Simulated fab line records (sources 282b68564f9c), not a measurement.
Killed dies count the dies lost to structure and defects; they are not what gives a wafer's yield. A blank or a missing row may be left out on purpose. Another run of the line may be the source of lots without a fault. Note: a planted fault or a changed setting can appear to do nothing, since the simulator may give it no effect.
Which of the tools did it? ; flow rit-cmos ; 14 lots with 42 wafers sampled at 4 steps, on a route of 202 steps

WHAT THE GAUGES SHOWED, per wafer
RIT_FOX1_THK_MEAS_01.
lot;measured;on;FOX1_OXIDE_THK (nm)
L646;day 1 22:04;film-metro-04;361 365 363
L647;day 2 04:04;film-metro-01;361 355 357
L649;day 2 12:50;film-metro-02;352 355 350
L650;day 2 17:58;film-metro-02;348 354 356
L651;day 2 22:51;film-metro-01;346 342 350
L652;day 3 04:40;film-metro-02;353 344 349
L655;day 3 18:57;film-metro-04;349 350 354
L656;day 3 23:56;film-metro-04;359 357 355
L657;day 4 05:18;film-metro-01;341 338 339
L658;day 4 09:50;film-metro-04;304 303 300
L659;day 4 15:12;film-metro-01;305 301 308
L660;day 4 19:56;film-metro-01;348 352 349
L666;day 6 01:50;film-metro-01;364 363 362
L668;day 6 13:23;film-metro-01;354 357 362

RIT_FOX2_THK_MEAS_01.
lot;measured;on;FOX2_OXIDE_THK (nm)
L646;day 1 23:34;film-metro-01;344 349 346
L647;day 2 06:08;film-metro-04;356 356 353
L649;day 2 15:22;film-metro-04;345 350 352
L650;day 2 20:46;film-metro-01;340 340 341
L651;day 3 00:21;film-metro-01;362 359 361
L652;day 3 06:35;film-metro-01;362 357 350
L655;day 3 20:26;film-metro-03;341 344 344
L656;day 4 01:26;film-metro-01;345 346 347
L657;day 4 06:47;film-metro-01;352 360 358
L658;day 4 11:20;film-metro-03;356 353 354
L659;day 4 16:41;film-metro-01;350 348 348
L660;day 4 21:26;film-metro-01;352 348 349
L666;day 6 03:20;film-metro-04;350 347 352
L668;day 6 15:56;film-metro-04;361 361 358

RIT_NRETRO_TW_MEAS_10.
lot;measured;on;NRETRO_TW
L646;day 2 10:53;film-metro-02;1044 1044 1039
L647;day 2 16:59;film-metro-04;1042 1047 1037
L649;day 3 03:35;film-metro-02;1053 1047 1048
L650;day 3 08:00;film-metro-04;1060 1055 1054
L651;day 3 11:34;film-metro-04;1048 1055 1056
L652;day 3 17:46;film-metro-04;1054 1051 1058
L655;day 4 07:47;film-metro-04;1041 1043 1043
L656;day 4 12:44;film-metro-04;1048 1048 1038
L657;day 4 17:46;film-metro-02;1057 1056 1058
L658;day 4 22:44;film-metro-04;1041 1040 1037
L659;day 5 03:49;film-metro-04;1047 1050 1051
L660;day 5 09:03;film-metro-04;1047 1054 1048
L666;day 6 15:16;film-metro-04;1044 1045 1038
L668;day 7 02:56;film-metro-02;1046 1042 1043

WHICH TOOL RAN EACH LOT (tool, then ch and the chambers of the sampled wafers, then the start)
lot;RIT_FOX1_OXIDATION_00
L646;furnace-01 ch 0, day 1 20:44
L647;furnace-01 ch 0, day 2 02:45
L649;furnace-04 ch 0, day 2 11:32
L650;furnace-01 ch 0, day 2 16:39
L651;furnace-01 ch 0, day 2 21:32
L652;furnace-03 ch 0, day 3 03:22
L655;furnace-01 ch 0, day 3 17:38
L656;furnace-04 ch 0, day 3 22:38
L657;furnace-04 ch 0, day 4 03:59
L658;furnace-04 ch 0, day 4 08:30
L659;furnace-04 ch 0, day 4 13:53
L660;furnace-01 ch 0, day 4 18:38
L666;furnace-03 ch 0, day 6 00:31
L668;furnace-03 ch 0, day 6 12:03
- RIT_FOX1_OXIDATION_00: target thk 350.7 nm, ox time 1130 s.

AS READ BY THE TOOLS THEMSELVES (means over the sampled wafers that have a number; for cases with no such wafer, the mark the record gives instead)
RIT_FOX1_OXIDATION_00.
lot;tool;tube-center-temp-C (C)
L646;furnace-01;1100
L647;furnace-01;1100
L649;furnace-04;1100
L650;furnace-01;1100
L651;furnace-01;1100
L652;furnace-03;1100
L655;furnace-01;1100
L656;furnace-04;1100
L657;furnace-04;1100
L658;furnace-04;1100
L659;furnace-04;1100
L660;furnace-01;1100
L666;furnace-03;1100
L668;furnace-03;1100

THE ANSWER, worked out from the rows above alone
Rule: usual is defined by the lots themselves. The widest of any qualifying gaps counts: lots, ordered by their means at a reading, are off when they make up no more than a third of the lots, leave a main group of 4 or more, and stand apart from it by 3 or more times the standard deviation of that group's means. Not used: any main group whose means are identical at the precision the tables above print for the reading. Also off: a lot with no number at a reading for which 4 or more lots have one. All remaining lots with rows at the step are treated as sound. Order of review: gauges by route order, followed by the tools' own readings, for which a lot's mean as printed above is used. At the first step where some lot is off, the reading lying furthest off is the one used; lots without a number count as furthest.
Off: at RIT_FOX1_THK_MEAS_01 (FOX1_OXIDE_THK), L658, L659. Mean 353 nm and standard deviation 6.6 in the main group.
A tool fits if, at a process step before that reading, it ran every lot that is off, and no sound lot after the first of them. The gauges at RIT_FOX1_THK_MEAS_01 are tried like those tools. One candidate fits, namely furnace-04 at RIT_FOX1_OXIDATION_00. A fault onset in the window from L657 (day 4 03:59, its last sound lot) to L658 (day 4 08:30, its first lot off) fits.

WHAT THE SIMULATOR HAD PUT IN
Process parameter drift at RIT_FOX1_OXIDATION_00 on furnace-04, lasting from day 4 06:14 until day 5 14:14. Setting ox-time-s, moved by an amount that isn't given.
Struck lots among those shown: L658, L659. This agrees with what the rule above found.
